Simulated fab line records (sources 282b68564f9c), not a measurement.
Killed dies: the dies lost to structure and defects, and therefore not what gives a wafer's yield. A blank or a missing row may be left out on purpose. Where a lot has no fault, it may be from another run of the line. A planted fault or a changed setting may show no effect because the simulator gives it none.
fab line records	flow rit-cmos
[record] lots = 5	wafers = 15	last-day = 7
route steps=202 shown SDANNEAL@156 PSD@157 NSD@158 PLDD@159 NLDD@160 SILICIDE@161 CONTACT@168 M1@184
lots with no fault: from the same line, run without faults
start-h: the number of hours between the record's first day and the start of the first shown wafer of the lot	wait-h: hours elapsed since this lot's preceding step	" the same as in the row above	L1.1+2: several wafers, shown together as one row	- either no value or no given start	* or withheld: withheld	< > ~ a bound
route shown NAME@n: a module of which the file shows steps, and the number in the route of the first	usual: average and standard deviation across the fault-free wafers	same: alike in all rows	chamber/n: place in a boat	sites: each site's reading	_std_site: standard deviation of those values	_edge_site: the outer-site mean with the inner-site mean subtracted	radius-mm: how far each site lies from the wafer's centre	mask NAME#n: copy n	behind: tool/chamber where the wafer was last shaped	hold: why the lot went on hold/how many hours it stayed there/how the hold came to an end	device: transistor that didn't switch, given as n, p or np	end of line: at the end of the route, the tests of the same wafers	a step without rows: its recipe alone	killed: count of dies lost to structure and defects at first sort (not the wafer's yield)	map: a wafer's dies, x killed, . not, _ none there
set.NAME: the setting the step ran with; set.NAME@STEP: the setting that earlier step ran with	model.NAME: the simulator's own value behind a step, which no gauge read
certain route steps with their lots: each step a table, each wafer a row
services: from which hour (start-h, from the record's first day; less than 0 if before it) a tool's chamber was out of use, for how many hours, and why
[[steps]]
[step RIT_SDANNEAL_RTA_03]
[recipe] temp-c = 1050	time-s = 5	idle-temp-c = 600	ramp-up-c-per-s = 342	ramp-down-c-per-s = 171	cool-to-c = 600	ambient = N2
[usual] anneal-temp-c-max = 1057.4/1.5	wafer_temp_C_max = 1053.6/1.1
lot.wafer	tool	chamber	start-h	wait-h	anneal-temp-c-max	wafer_temp_C_max
L528.1	rtp-anneal-02	0	81.94	0.0	1055.7	1055.2
L528.5	"	0	"	"	1056.5	1053.5
L528.6	"	0	"	"	1057.6	1055.6
L530.1	rtp-anneal-02	0	90.95	0.0	1056.3	1052.5
L530.2	"	0	"	"	1055.5	1053.5
L530.5	"	0	"	"	1055.3	1053.6
L534.1	rtp-anneal-02	0	111.03	0.0	1057.5	1053.2
L534.3	"	0	"	"	1055.4	1055.1
L534.6	"	0	"	"	1056.6	1054.8
L535.3	rtp-anneal-01	0	115.67	0.0	1058.9	1051.3
L535.4	"	0	"	"	1061.2	1053.1
L535.6	"	0	"	"	1059.4	1053.7
L545.4	rtp-anneal-01	0	164.93	0.0	1057.9	1054.4
L545.5	"	0	"	"	1057.5	1054.2
L545.6	"	0	"	"	1058.2	1054.9
[step RIT_SDANNEAL_RS_MEAS_04]
[recipe] thk-meas-gauge = four-point-probe
[usual] PSD_RS = 116.25/0.25
lot.wafer	tool	chamber	start-h	wait-h	PSD_RS[ohm/sq]
L528.1	film-metro-04	-	82.00	0.0	116.47
L528.5	"	-	"	"	116.39
L528.6	"	-	"	"	116.45
L530.1	film-metro-02	-	91.01	0.0	116.21
L530.2	"	-	"	"	116.20
L530.5	"	-	"	"	116.31
L534.1	film-metro-04	-	111.09	0.0	116.40
L534.3	"	-	"	"	115.90
L534.6	"	-	"	"	116.41
L535.3	film-metro-02	-	115.75	0.1	116.35
L535.4	"	-	"	"	116.59
L535.6	"	-	"	"	116.21
L545.4	film-metro-01	-	165.02	0.1	116.14
L545.5	"	-	"	"	116.14
L545.6	"	-	"	"	116.24
[step RIT_SDANNEAL_RS_MEAS_05]
[recipe] thk-meas-gauge = four-point-probe
[usual] NSD_RS = 84.7/0.3
lot.wafer	tool	chamber	start-h	wait-h	NSD_RS[ohm/sq]
L528.1	film-metro-04	-	82.12	0.1	84.8
L528.5	"	-	"	"	84.8
L528.6	"	-	"	"	84.8
L530.1	film-metro-02	-	91.13	0.1	84.6
L530.2	"	-	"	"	84.3
L530.5	"	-	"	"	84.3
L534.1	film-metro-04	-	111.21	0.1	84.2
L534.3	"	-	"	"	84.6
L534.6	"	-	"	"	84.6
L535.3	film-metro-02	-	115.87	0.1	85.2
L535.4	"	-	"	"	85.2
L535.6	"	-	"	"	85.3
L545.4	film-metro-01	-	165.14	0.1	84.8
L545.5	"	-	"	"	84.8
L545.6	"	-	"	"	84.7
[step RIT_SDANNEAL_RS_MEAS_06]
[recipe] thk-meas-gauge = four-point-probe
[usual] PLDD_RS = 178.8/0.44
lot.wafer	tool	chamber	start-h	wait-h	PLDD_RS[ohm/sq]
L528.1	film-metro-04	-	82.24	0.1	179.3
L528.5	"	-	"	"	179.8
L528.6	"	-	"	"	179.7
L530.1	film-metro-02	-	91.25	0.1	178.4
L530.2	"	-	"	"	178.4
L530.5	"	-	"	"	178.3
L534.1	film-metro-04	-	111.33	0.1	178.8
L534.3	"	-	"	"	178.4
L534.6	"	-	"	"	178.7
L535.3	film-metro-02	-	115.99	0.1	178.7
L535.4	"	-	"	"	178.8
L535.6	"	-	"	"	178.6
L545.4	film-metro-01	-	165.26	0.1	178.8
L545.5	"	-	"	"	179.2
L545.6	"	-	"	"	178.9
[step RIT_SDANNEAL_RS_MEAS_07]
[recipe] thk-meas-gauge = four-point-probe
[usual] NLDD_RS = 151.8/0.57
lot.wafer	tool	chamber	start-h	wait-h	NLDD_RS[ohm/sq]
L528.1	film-metro-04	-	82.36	0.1	152.5
L528.5	"	-	"	"	152.7
L528.6	"	-	"	"	152.4
L530.1	film-metro-02	-	91.37	0.1	151.4
L530.2	"	-	"	"	151.2
L530.5	"	-	"	"	151.4
L534.1	film-metro-04	-	111.45	0.1	152.6
L534.3	"	-	"	"	151.7
L534.6	"	-	"	"	152.3
L535.3	film-metro-02	-	116.11	0.1	151.3
L535.4	"	-	"	"	151.6
L535.6	"	-	"	"	150.5
L545.4	film-metro-01	-	165.38	0.1	151.5
L545.5	"	-	"	"	152.1
L545.6	"	-	"	"	151.2
[step RIT_SILICIDE_WET_ETCH_00]
[recipe] chemistry = BOE	target = SiO2	target-depth-nm = 14	time-s = 15	dry = n2-spin	dilution = 10:1	temp-c = 21.5
[step RIT_SILICIDE_SPUTTER_01]
[recipe] material = Ti	target-thk-nm = 30	power-w = 350	chamber-pressure-pa = 0.667	gas = Ar	time-s = 240	substrate-temp-c = 25
[usual] throttle-valve-pct = 30.2/0.93
lot.wafer	tool	chamber	start-h	wait-h	throttle-valve-pct
L528.1	pvd-sputter-03	-	82.49	0.0	30.2
L528.5	"	-	"	"	30.7
L528.6	"	-	"	"	29.2
L530.1	pvd-sputter-02	-	91.50	0.0	29.7
L530.2	"	-	"	"	30.2
L530.5	"	-	"	"	30.2
L534.1	pvd-sputter-03	-	111.58	0.0	30.6
L534.3	"	-	"	"	29.2
L534.6	"	-	"	"	30.2
L535.3	pvd-sputter-01	-	116.20	0.0	30.0
L535.4	"	-	"	"	29.2
L535.6	"	-	"	"	31.6
L545.4	pvd-sputter-01	-	165.45	0.0	31.6
L545.5	"	-	"	"	30.1
L545.6	"	-	"	"	29.6
[step RIT_SILICIDE_RS_MEAS_02]
[recipe] thk-meas-gauge = four-point-probe	reads = Ti_of_SILICIDE_SPUTTER_01
[usual] SILICIDE_TI_RS = 47.7/0.79
lot.wafer	tool	chamber	start-h	wait-h	SILICIDE_TI_RS[ohm/sq]
L528.1	film-metro-01	-	82.64	0.1	46.8
L528.5	"	-	"	"	46.5
L528.6	"	-	"	"	47.7
L530.1	film-metro-04	-	91.65	0.1	48.7
L530.2	"	-	"	"	47.9
L530.5	"	-	"	"	47.9
L534.1	film-metro-03	-	111.73	0.1	47.4
L534.3	"	-	"	"	47.6
L534.6	"	-	"	"	47.1
L535.3	film-metro-04	-	116.39	0.1	48.5
L535.4	"	-	"	"	48.8
L535.6	"	-	"	"	48.9
L545.4	film-metro-03	-	165.66	0.1	48.2
L545.5	"	-	"	"	47.5
L545.6	"	-	"	"	47.6
[step RIT_SILICIDE_THK_MEAS_03]
[recipe] thk-meas-gauge = xrf	reads = Ti_of_SILICIDE_SPUTTER_01
[usual] SILICIDE_TI_THK = 30.0/0.4
lot.wafer	tool	chamber	start-h	wait-h	SILICIDE_TI_THK[nm]
L528.1	film-metro-01	-	82.76	0.1	30.4
L528.5	"	-	"	"	30.5
L528.6	"	-	"	"	29.9
L530.1	film-metro-04	-	91.77	0.1	29.3
L530.2	"	-	"	"	29.8
L530.5	"	-	"	"	29.8
L534.1	film-metro-03	-	111.85	0.1	30.4
L534.3	"	-	"	"	30.3
L534.6	"	-	"	"	30.4
L535.3	film-metro-04	-	116.49	0.1	29.6
L535.4	"	-	"	"	29.5
L535.6	"	-	"	"	29.4
L545.4	film-metro-03	-	165.75	0.1	29.8
L545.5	"	-	"	"	30.0
L545.6	"	-	"	"	30.2
[step RIT_SILICIDE_RTA_04]
[recipe] temp-c = 650	time-s = 10	idle-temp-c = 25	ramp-up-s = 5	ramp-down-s = 5	cool-to-c = 25	ambient = N2
[step RIT_SILICIDE_WET_ETCH_05]
[recipe] chemistry = SPM	target = Ti	temp-c = 90	time-s = 120	dry = n2-spin
[step RIT_SILICIDE_RTA_06]
[recipe] temp-c = 750	time-s = 10	idle-temp-c = 25	ramp-up-s = 5	ramp-down-s = 10	cool-to-c = 25	ambient = N2
[usual] anneal-temp-c-max = 755.2/0.99	wafer_temp_C_max = 754.8/0.9
lot.wafer	tool	chamber	start-h	wait-h	anneal-temp-c-max	wafer_temp_C_max
L528.1	rtp-anneal-02	0	82.93	0.0	754.7	755.7
L528.5	"	0	"	"	755.8	756.0
L528.6	"	0	"	"	754.0	755.7
L530.1	rtp-anneal-02	0	91.94	0.0	754.2	753.5
L530.2	"	0	"	"	753.3	755.4
L530.5	"	0	"	"	755.2	754.6
L534.1	rtp-anneal-02	0	112.02	0.0	753.7	755.7
L534.3	"	0	"	"	754.1	754.0
L534.6	"	0	"	"	754.2	755.3
L535.3	rtp-anneal-01	0	116.73	0.0	755.8	753.8
L535.4	"	0	"	"	754.6	755.6
L535.6	"	0	"	"	755.5	754.5
L545.4	rtp-anneal-01	0	165.99	0.0	755.3	754.1
L545.5	"	0	"	"	755.6	754.4
L545.6	"	0	"	"	755.9	754.3
[step RIT_CONTACT_CVD_00]
[recipe] material = SiO2	target-thk-nm = 400	precursor = TEOS	temp-c = 390	time-s = 61	rf-w = 400
[usual] heater-power-w = 305/62
lot.wafer	tool	chamber	start-h	wait-h	heater-power-w
L528.1	pecvd-03	0	83.00	0.1	286
L528.5	"	1	"	"	209
L528.6	"	2	"	"	375
L530.1	pecvd-04	2	92.00	0.1	272
L530.2	"	0	"	"	383
L530.5	"	0	"	"	402
L534.1	pecvd-03	0	112.09	0.1	316
L534.3	"	2	"	"	360
L534.6	"	0	"	"	327
L535.3	pecvd-02	0	116.80	0.1	323
L535.4	"	2	"	"	320
L535.6	"	0	"	"	333
L545.4	pecvd-04	1	166.05	0.0	210
L545.5	"	0	"	"	462
L545.6	"	2	"	"	247
[step RIT_CONTACT_THK_MEAS_01]
[recipe] reads = SiO2_of_CONTACT_CVD_00
[usual] CONTACT_TEOS_THK = 397/4.9
lot.wafer	tool	chamber	start-h	wait-h	CONTACT_TEOS_THK[nm]
L528.1	film-metro-02	-	83.05	0.0	391
L528.5	"	-	"	"	397
L528.6	"	-	"	"	389
L530.1	film-metro-03	-	92.05	0.0	393
L530.2	"	-	"	"	392
L530.5	"	-	"	"	400
L534.1	film-metro-03	-	112.14	0.0	392
L534.3	"	-	"	"	387
L534.6	"	-	"	"	397
L535.3	film-metro-04	-	116.87	0.0	403
L535.4	"	-	"	"	400
L535.6	"	-	"	"	396
L545.4	film-metro-03	-	166.10	0.0	398
L545.5	"	-	"	"	404
L545.6	"	-	"	"	394
[step RIT_CONTACT_HMDS_02]
[recipe] prime-time-s = 60	prime-temp-c = 140
[step RIT_CONTACT_COAT_03]
[recipe] resist = NOVOLAK	spin-rpm = 3250	resist-thk-nm = 982.9
[step RIT_CONTACT_SOFTBAKE_04]
[recipe] resist = NOVOLAK	temp-c = 90	time-s = 60
[step RIT_CONTACT_EXPOSE_05]
[recipe] mask-id = M11	na = 0.6	source-shape = conventional	sigma-outer = 0.5	target-cd-nm = 1000	dose-mj = 250
[step RIT_CONTACT_PEB_06]
[recipe] resist = NOVOLAK	temp-c = withheld	time-s = withheld
[step RIT_CONTACT_DEVELOP_07]
[recipe] resist = NOVOLAK	develop-time-s = 120	dev-temp-c = 23
[step RIT_CONTACT_CD_MEAS_08]
[recipe] target-cd-nm = 1000
[usual] cd-nm = 999.1/2.5
lot.wafer	tool	chamber	start-h	wait-h	cd-nm
L528.1	cd-sem-01	-	84.08	-	1002.6
L528.5	"	-	"	"	998.6
L528.6	"	-	"	"	999.1
L530.1	cd-sem-01	-	93.08	-	1001.6
L530.2	"	-	"	"	1002.9
L530.5	"	-	"	"	1001.9
L534.1	cd-sem-02	-	113.17	-	996.7
L534.3	"	-	"	"	996.3
L534.6	"	-	"	"	998.6
L535.3	cd-sem-02	-	118.04	-	1001.7
L535.4	"	-	"	"	1002.2
L535.6	"	-	"	"	1001.4
L545.4	cd-sem-02	-	167.33	-	1002.6
L545.5	"	-	"	"	1002.3
L545.6	"	-	"	"	1001.1
[step RIT_CONTACT_OVL_MEAS_09]
[usual] CONTACT_OVL = 0.9/1.5
lot.wafer	tool	chamber	start-h	wait-h	CONTACT_OVL[nm]
L528.1	overlay-02	-	84.20	0.1	0.7
L528.5	"	-	"	"	1.9
L528.6	"	-	"	"	-0.6
L530.1	overlay-01	-	93.20	0.1	-0.3
L530.2	"	-	"	"	0.8
L530.5	"	-	"	"	-2.1
L534.1	overlay-01	-	113.29	0.1	3.0
L534.3	"	-	"	"	3.3
L534.6	"	-	"	"	0.6
L535.3	overlay-01	-	118.13	0.1	2.1
L535.4	"	-	"	"	2.1
L535.6	"	-	"	"	0.8
L545.4	overlay-01	-	167.41	0.1	-0.9
L545.5	"	-	"	"	-1.2
L545.6	"	-	"	"	-1.2
[step RIT_CONTACT_HARDBAKE_10]
[recipe] resist = NOVOLAK	temp-c = 140	time-s = 60
[step RIT_CONTACT_ETCH_11]
[recipe] target-depth-a = 4800	over-etch-frac = 0.2	stop-on = TiSi2	chemistry = CHF3/CF4/Ar	target = SiO2	CHF3_flow_sccm = 50	cf4-flow-sccm = 10	Ar_flow_sccm = 100	O2_flow_sccm = 5	pressure-mtorr = 100	rf-w = 200	time-s = 320
[step RIT_CONTACT_STRIP_12]
[recipe] chemistry = O2	time-s = 180	resist = NOVOLAK	platen-temp-c = withheld	power-w = 500	pressure-mtorr = 4000	o2-flow-sccm = 4000
[usual] drypump-motor-current-A = 5.6/0.39
lot.wafer	tool	chamber	start-h	wait-h	drypump-motor-current-A	rf-hours-counter-h
L528.1	plasma-asher-02	0	84.58	0.1	5.7	26
L528.5	"	1	"	"	6.1	-
L528.6	"	0	"	"	5.7	-
L530.1	plasma-asher-01	0	93.58	0.1	5.0	46
L530.2	"	1	"	"	6.0	46
L530.5	"	0	"	"	5.1	-
L534.1	plasma-asher-01	0	113.69	0.1	5.0	49
L534.3	"	0	"	"	5.0	-
L534.6	"	1	"	"	6.0	-
L535.3	plasma-asher-01	0	118.56	0.2	5.0	-
L535.4	"	1	"	"	6.0	-
L535.6	"	0	"	"	5.0	-
L545.4	plasma-asher-03	0	167.83	0.2	5.8	-
L545.5	"	0	"	"	5.8	-
L545.6	"	1	"	"	5.7	-
[step RIT_CONTACT_CD_MEAS_90]
[recipe] target-cd-nm = 1000
[usual] cd-nm = 999.2/2.5
lot.wafer	tool	chamber	start-h	wait-h	cd-nm
L528.1	cd-sem-01	-	84.75	0.1	1002.7
L528.5	"	-	"	"	999.0
L528.6	"	-	"	"	999.6
L530.1	cd-sem-02	-	93.76	0.1	1001.2
L530.2	"	-	"	"	1002.0
L530.5	"	-	"	"	1001.6
L534.1	cd-sem-01	-	113.86	0.1	996.2
L534.3	"	-	"	"	997.1
L534.6	"	-	"	"	998.0
L535.3	cd-sem-02	-	118.71	0.1	1001.9
L535.4	"	-	"	"	1002.3
L535.6	"	-	"	"	1001.7
L545.4	cd-sem-02	-	168.01	0.1	1002.2
L545.5	"	-	"	"	1002.4
L545.6	"	-	"	"	1000.6
[step RIT_CONTACT_CLEAN_13]
[recipe] chemistry = SC1	mix = 3:3:50	time-s = 600	temp-c = 75
[step RIT_CONTACT_CLEAN_14]
[recipe] chemistry = SC2	mix = 3:3:50	time-s = 600	temp-c = 75	dry = n2-spin
[step RIT_M1_SPUTTER_00]
[recipe] material = Al	target-thk-nm = 400	power-w = 1952	chamber-pressure-pa = 0.4	gas = Ar	time-s = 500	substrate-temp-c = 25
[usual] throttle-valve-pct = 29.2/0.79
lot.wafer	tool	chamber	start-h	wait-h	throttle-valve-pct
L528.1	pvd-sputter-04	-	85.22	0.0	29.1
L528.5	"	-	"	"	28.1
L528.6	"	-	"	"	28.7
L530.1	pvd-sputter-04	-	94.23	0.0	28.9
L530.2	"	-	"	"	28.9
L530.5	"	-	"	"	28.9
L534.1	pvd-sputter-04	-	114.33	0.0	28.5
L534.3	"	-	"	"	29.1
L534.6	"	-	"	"	28.3
L535.3	pvd-sputter-02	-	119.14	0.0	30.4
L535.4	"	-	"	"	30.0
L535.6	"	-	"	"	30.2
L545.4	pvd-sputter-02	-	168.42	0.0	30.0
L545.5	"	-	"	"	30.0
L545.6	"	-	"	"	30.1
[step RIT_M1_RS_MEAS_01]
[recipe] thk-meas-gauge = four-point-probe	reads = Al_of_M1_SPUTTER_00
[usual] M1_AL_RS = 0.0755/0.00076
lot.wafer	tool	chamber	start-h	wait-h	M1_AL_RS[ohm/sq]
L528.1	film-metro-04	-	85.52	0.1	0.0758
L528.5	"	-	"	"	0.0758
L528.6	"	-	"	"	0.0760
L530.1	film-metro-01	-	94.52	0.1	0.0753
L530.2	"	-	"	"	0.0756
L530.5	"	-	"	"	0.0753
L534.1	film-metro-04	-	114.63	0.1	0.0751
L534.3	"	-	"	"	0.0762
L534.6	"	-	"	"	0.0754
L535.3	film-metro-01	-	119.48	0.2	0.0744
L535.4	"	-	"	"	0.0747
L535.6	"	-	"	"	0.0746
L545.4	film-metro-02	-	168.77	0.2	0.0751
L545.5	"	-	"	"	0.0751
L545.6	"	-	"	"	0.0763
[step RIT_M1_THK_MEAS_02]
[recipe] thk-meas-gauge = xrf	reads = Al_of_M1_SPUTTER_00
[usual] M1_AL_THK = 384/5.1
lot.wafer	tool	chamber	start-h	wait-h	M1_AL_THK[nm]
L528.1	film-metro-04	-	85.64	0.1	383
L528.5	"	-	"	"	383
L528.6	"	-	"	"	384
L530.1	film-metro-01	-	94.64	0.1	386
L530.2	"	-	"	"	386
L530.5	"	-	"	"	385
L534.1	film-metro-04	-	114.75	0.1	387
L534.3	"	-	"	"	382
L534.6	"	-	"	"	385
L535.3	film-metro-01	-	119.58	0.1	393
L535.4	"	-	"	"	391
L535.6	"	-	"	"	390
L545.4	film-metro-02	-	168.86	0.1	384
L545.5	"	-	"	"	385
L545.6	"	-	"	"	375
[step RIT_M1_HMDS_03]
[recipe] prime-time-s = 60	prime-temp-c = 140
[step RIT_M1_COAT_04]
[recipe] resist = NOVOLAK	spin-rpm = 2000	resist-thk-nm = 1300
[step RIT_M1_SOFTBAKE_05]
[recipe] resist = NOVOLAK	temp-c = 90	time-s = 60
[step RIT_M1_EXPOSE_06]
[recipe] mask-id = M12	na = 0.6	source-shape = conventional	sigma-outer = 0.5	target-cd-nm = 2600	dose-mj = 250
[step RIT_M1_PEB_07]
[recipe] resist = NOVOLAK	temp-c = withheld	time-s = withheld
[step RIT_M1_DEVELOP_08]
[recipe] resist = NOVOLAK	develop-time-s = 65.25	dev-temp-c = 23
[step RIT_M1_CD_MEAS_09]
[recipe] target-cd-nm = 2600
[usual] cd-nm = 2600.6/2.1
lot.wafer	tool	chamber	start-h	wait-h	cd-nm
L528.1	cd-sem-01	-	86.62	-	2603.7
L528.5	"	-	"	"	2605.5
L528.6	"	-	"	"	2605.1
L530.1	cd-sem-01	-	95.59	-	2600.5
L530.2	"	-	"	"	2601.5
L530.5	"	-	"	"	2602.2
L534.1	cd-sem-02	-	115.69	-	2599.9
L534.3	"	-	"	"	2597.5
L534.6	"	-	"	"	2598.8
L535.3	cd-sem-01	-	120.85	-	2598.8
L535.4	"	-	"	"	2598.5
L535.6	"	-	"	"	2596.6
L545.4	cd-sem-02	-	169.96	-	2600.5
L545.5	"	-	"	"	2600.4
L545.6	"	-	"	"	2599.1
[step RIT_M1_OVL_MEAS_10]
[usual] M1_OVL = 0.4/1.5
lot.wafer	tool	chamber	start-h	wait-h	M1_OVL[nm]
L528.1	overlay-02	-	86.77	0.1	1.4
L528.5	"	-	"	"	-0.1
L528.6	"	-	"	"	0.7
L530.1	overlay-01	-	95.71	0.1	-0.5
L530.2	"	-	"	"	-1.3
L530.5	"	-	"	"	-1.4
L534.1	overlay-02	-	115.81	0.1	2.3
L534.3	"	-	"	"	-0.7
L534.6	"	-	"	"	0.9
L535.3	overlay-02	-	120.94	0.1	-1.1
L535.4	"	-	"	"	-0.9
L535.6	"	-	"	"	-0.8
L545.4	overlay-01	-	170.04	0.1	1.0
L545.5	"	-	"	"	1.6
L545.6	"	-	"	"	0.8
[step RIT_M1_HARDBAKE_11]
[recipe] resist = NOVOLAK	temp-c = 140	time-s = 120
[step RIT_M1_METAL_ETCH_12]
[recipe] stop-on = SiO2	chemistry = Cl2/BCl3	target = Al	time-s = 165	over-etch-frac = 0.5	pressure-mtorr = 100	target-depth-a = 6000	rf-w = 250	Cl2_flow_sccm = 60	bcl3-flow-sccm = 50
[step RIT_M1_STRIP_13]
[recipe] chemistry = nmp	resist = NOVOLAK	temp-c = 80	time-s = 600	dry = n2-spin
[step RIT_M1_PROBE_99]
[usual] killed-at-contacts = 0.1/0.26	killed-at-front-end = 7/3.2	killed-dies = 7/3.2	killed-open = 3.2/2.1	killed-short = 3.7/2.1
[same] gross-dies = 264	killed_at_M0_to_M3 = 0	killed_at_M4_up = 0	killed-at-back-side = 0	killed-at-other = 0
lot.wafer	tool	chamber	start-h	wait-h	killed-at-contacts	killed-at-front-end	killed-dies	killed-open	killed-short
L528.1	prober-02	-	89.73	0.1	0	4	4	2	2
L528.5	prober-02	-	89.93	0.2	1	5	6	2	4
L528.6	prober-02	-	89.98	0.2	0	5	5	2	3
L530.1	prober-02	-	98.67	0.1	0	9	9	5	4
L530.2	prober-02	-	98.72	0.1	8	8	16	2	6
L530.5	prober-02	-	98.87	0.2	7	5	12	3	2
L534.1	prober-02	-	119.62	0.1	0	7	7	5	2
L534.3	prober-02	-	119.72	0.2	0	11	11	4	7
L534.6	prober-02	-	119.87	0.2	0	5	5	2	3
L535.3	prober-01	-	123.77	0.2	0	11	11	6	5
L535.4	prober-01	-	123.82	0.2	1	9	10	4	6
L535.6	prober-01	-	123.92	0.2	0	2	2	0	2
L545.4	prober-01	-	172.84	0.2	0	7	7	4	3
L545.5	prober-01	-	172.89	0.2	0	8	8	2	6
L545.6	prober-01	-	172.94	0.2	0	6	6	5	1
// killed by level:class
L528.1 GATE:geometric-particle:open=2 FOX1:geometric-particle:short=1 GATE:geometric-particle:short=1
L528.5 SILICIDE:geometric-particle:short=2 SILICIDE:geometric-particle:open=2 GATE:geometric-particle:short=1 CONTACT:geometric-particle:short=1
L528.6 FOX1:geometric-particle:open=1 FOX1:geometric-particle:short=1 GATE:geometric-particle:open=1 GATE:geometric-particle:short=1 SPACER:geometric-particle:short=1
L530.1 SPACER:geometric-particle:open=3 GATE:geometric-particle:open=2 FOX1:geometric-particle:short=1 GATE:geometric-particle:short=1 REOX:geometric-particle:short=1 SPACER:geometric-particle:short=1
L530.2 CONTACT:unspecified=8 GATE:geometric-particle:short=3 FOX1:geometric-particle:short=1 FOX2:geometric-particle:short=1 FOX2:geometric-particle:open=1 REOX:geometric-particle:open=1 SPACER:geometric-particle:short=1
L530.5 CONTACT:unspecified=7 GATE:geometric-particle:open=2 FOX2:geometric-particle:short=1 FOX2:geometric-particle:open=1 SPACER:geometric-particle:short=1
L534.1 FOX1:geometric-particle:short=2 GATE:geometric-particle:open=2 REOX:geometric-particle:open=2 FOX1:geometric-particle:open=1
L534.3 GATE:geometric-particle:short=5 FOX1:geometric-particle:open=1 FOX1:geometric-particle:short=1 GATE:geometric-particle:open=1 REOX:geometric-particle:open=1 SILICIDE:geometric-particle:short=1 SILICIDE:geometric-particle:open=1
L534.6 FOX1:geometric-particle:open=1 FOX1:geometric-particle:short=1 FOX2:geometric-particle:open=1 GATE:geometric-particle:short=1 REOX:geometric-particle:short=1
L535.3 FOX1:geometric-particle:short=2 GATE:geometric-particle:open=2 REOX:geometric-particle:open=2 SPACER:geometric-particle:open=2 FOX2:geometric-particle:short=1 GATE:geometric-particle:short=1 REOX:geometric-particle:short=1
L535.4 GATE:geometric-particle:open=2 GATE:geometric-particle:short=2 FOX1:geometric-particle:short=1 FOX2:geometric-particle:open=1 CONTACT:geometric-particle:short=1 REOX:geometric-particle:open=1 SPACER:geometric-particle:short=1 SILICIDE:geometric-particle:short=1
L535.6 REOX:geometric-particle:short=1 SPACER:geometric-particle:short=1
L545.4 GATE:geometric-particle:open=3 GATE:geometric-particle:short=3 REOX:geometric-particle:open=1
L545.5 GATE:geometric-particle:short=4 SPACER:geometric-particle:short=2 FOX1:geometric-particle:open=1 REOX:geometric-particle:open=1
L545.6 GATE:geometric-particle:open=2 SPACER:geometric-particle:open=2 GATE:geometric-particle:short=1 SILICIDE:geometric-particle:open=1
// map L530.2 (x killed, . not)
________.x....._______
_____.............____
____.........x.....___
___.................__
__..x................_
__..................._
_.....................
_.........x...........
_.......x.xx.x........
_..x..........x.......
__.......xxx........._
__.x................._
___.............x...__
____...............___
_____.....x.......____
________......._______
// map L545.5 (x killed, . not)
________......._______
_____.............____
____...........x...___
___.................__
__..................._
__.......x..........._
_........x..........x.
_.....................
_.....................
_..........x..........
__..................._
__..................._
___....x.....x......__
____...............___
_____.x...........____
________......._______
[[services]]
tool	chamber	start-h	hours	kind
pvd-sputter-01	-	82.66	2.6	repair
pecvd-03	0	83.65	6.3	repair
plasma-asher-02	-	92.79	55.8	repair
pecvd-02	-	95.61	0.9	repair
pecvd-02	1	116.75	3.9	repair
rtp-anneal-02	-	132.92	4.8	pm
pecvd-04	-	137.66	0.8	repair
pecvd-02	0	139.44	9.6	repair
rtp-anneal-01	-	142.68	1.5	pm
pecvd-02	-	151.24	1.5	repair
plasma-asher-02	-	155.35	1.5	repair
[[key]]
[first-sign] step = RIT_M1_PROBE_99	reading = killed-at-contacts	direction = up	sigmas = 7.4	usual = 0.1	struck = 7.5
effect none on later readings
met-at RIT_CONTACT_CVD_00
struck-wafers L530.2,L530.5
tester-left-out L530
[fault] kind = chamber-particle-source	tool = pecvd-04	chamber = 0	onset-h = 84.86	steps = RIT_CONTACT_CVD_00	rate-per-visit-cm2 = 0.053807	end-h = 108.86
// tester-left-out: of these lots the tester's yield and bins aren't shown, on N5 and GAA mostly nor the transistor test; their killed dies are dies lost to structure and defects alone, not to doping, threshold or leakage, so they don't give the yield
